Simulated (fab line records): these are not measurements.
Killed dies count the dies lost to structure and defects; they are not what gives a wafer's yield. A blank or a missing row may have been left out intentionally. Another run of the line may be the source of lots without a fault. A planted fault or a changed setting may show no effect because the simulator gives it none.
Lot-split experiment + flow berkeley-cmos170 + on a route of 331 steps: 5 lots, 23 wafers read

## SPLIT DETAILS
At UCB170_PSD_IMPLANT_08, the setting energy-kev was moved away from the recipe's 20 on 8 of the 23 wafers read, by -5.0% to +1.6%. All remaining wafers had this setting at the recipe value.

The reading is taken at the split's own step.

## THE READING
implant.drp-nm (the simulator's own value, which no gauge read), in nm, at UCB170_PSD_IMPLANT_08. The file does not state a usual value for it.

| wafer  | tool, chamber at the split | energy-kev as run | against the recipe | implant.drp-nm, nm | against lot-mates on the recipe |
|--------|----------------------------|-------------------|--------------------|--------------------|---------------------------------|
| L074.2 | implanter-02, 0            | 20                | recipe             | 28.34              | -                               |
| L074.6 | implanter-02, 0            | 20                | recipe             | 28.34              | -                               |
| L074.3 | implanter-02, 0            | 19                | -5.0%              | 27.34              | -1.00                           |
| L074.4 | implanter-02, 0            | 19                | -5.0%              | 27.34              | -1.00                           |
| L074.5 | implanter-02, 0            | 19                | -5.0%              | 27.34              | -1.00                           |
| L077.1 | implanter-04, 0            | 20                | recipe             | 28.34              | -                               |
| L077.3 | implanter-04, 0            | 20                | recipe             | 28.34              | -                               |
| L077.6 | implanter-04, 0            | 20                | recipe             | 28.34              | -                               |
| L082.1 | implanter-04, 0            | 20                | recipe             | 28.34              | -                               |
| L082.2 | implanter-04, 0            | 20                | recipe             | 28.34              | -                               |
| L082.3 | implanter-04, 0            | 20                | recipe             | 28.34              | -                               |
| L082.5 | implanter-04, 0            | 20                | recipe             | 28.34              | -                               |
| L082.6 | implanter-04, 0            | 20                | recipe             | 28.34              | -                               |
| L084.1 | implanter-01, 0            | 19.67             | -1.6%              | 28.01              | -0.33                           |
| L084.4 | implanter-01, 0            | 19.67             | -1.6%              | 28.01              | -0.33                           |
| L084.5 | implanter-01, 0            | 19.67             | -1.6%              | 28.01              | -0.33                           |
| L084.3 | implanter-01, 0            | 20                | recipe             | 28.34              | -                               |
| L084.6 | implanter-01, 0            | 20                | recipe             | 28.34              | -                               |
| L085.1 | implanter-04, 0            | 20                | recipe             | 28.34              | -                               |
| L085.3 | implanter-04, 0            | 20                | recipe             | 28.34              | -                               |
| L085.6 | implanter-04, 0            | 20                | recipe             | 28.34              | -                               |
| L085.2 | implanter-04, 0            | 20.33             | +1.6%              | 28.68              | +0.34                           |
| L085.5 | implanter-04, 0            | 20.33             | +1.6%              | 28.68              | +0.34                           |

THE FIT
A straight line over all 23 wafers: implant.drp-nm changes by +0.201 nm for each +1% of energy-kev; r = +1.00; the points scatter about the line by 0.0027 nm.
The same after taking each lot's own level away (the mean of its wafers on the recipe; 23 wafers): +0.201 nm for each +1%; r = +1.00; scatter 0.0027 nm.
The reading moves by 1 nm for the largest change in energy-kev, on that fit.
The lots' own levels span 28.340 to 28.340 nm.
So the lot-to-lot level changes the slope little: the two slopes agree.
Check: for one of the wafers moved furthest among these (-5.0%), held out of the fit, the line's prediction against its lot-mates is -1 nm. Against them it came out at -1 nm.

## ADDITIONAL SPLITS CARRIED BY THESE WAFERS
These wafers also went through other splits before the reading. Each is held against what the fit with the lots' levels taken away leaves over:
| other split on the same wafers       | wafers away from the commonest value | r with implant.drp-nm (lot level and that fit taken away) |
|--------------------------------------|--------------------------------------|-----------------------------------------------------------|
| UCB170_ZERO_COAT_01 resist-thk-nm    | 6                                    | +0.21                                                     |
| UCB170_ZERO_ETCH_06 over-etch-frac   | 9                                    | +0.30                                                     |
| UCB170_PWELL_CVD_05 time-s           | 15                                   | -0.25                                                     |
| UCB170_PWELL_ETCH_14 time-s          | 9                                    | +0.06                                                     |
| UCB170_ACTIVE_OXIDATION_02 ox-time-s | 18                                   | -0.30                                                     |
| UCB170_NVT_COAT_01 spin-rpm          | 9                                    | +0.03                                                     |
| UCB170_PVT_IMPLANT_07 energy-kev     | 9                                    | +0.01                                                     |
| UCB170_PLDD_EXPOSE_03 dose-mj        | 4                                    | +0.39                                                     |

## THE WHOLE CHAIN: every reading that the file lists as answering this split, in the file's order
| step                  | what it does | reading                                                         | change (the file's fit)               | r (the file's) |
|-----------------------|--------------|-----------------------------------------------------------------|---------------------------------------|----------------|
| UCB170_PSD_IMPLANT_08 |              | implant.rp-nm (the simulator's own value, which no gauge read)  | +0.645 nm for each +1% of the setting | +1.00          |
| UCB170_PSD_IMPLANT_08 |              | implant.drp-nm (the simulator's own value, which no gauge read) | +0.201 nm for each +1% of the setting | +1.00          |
| UCB170_PSD_STRIP_09   | strips in O2 | strip-time-to-endpoint-s                                        | withheld for each +1% of the setting  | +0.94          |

## FILE'S OWN FIT
implant.drp-nm changes by +0.201 nm for each +1% of energy-kev, r = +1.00.
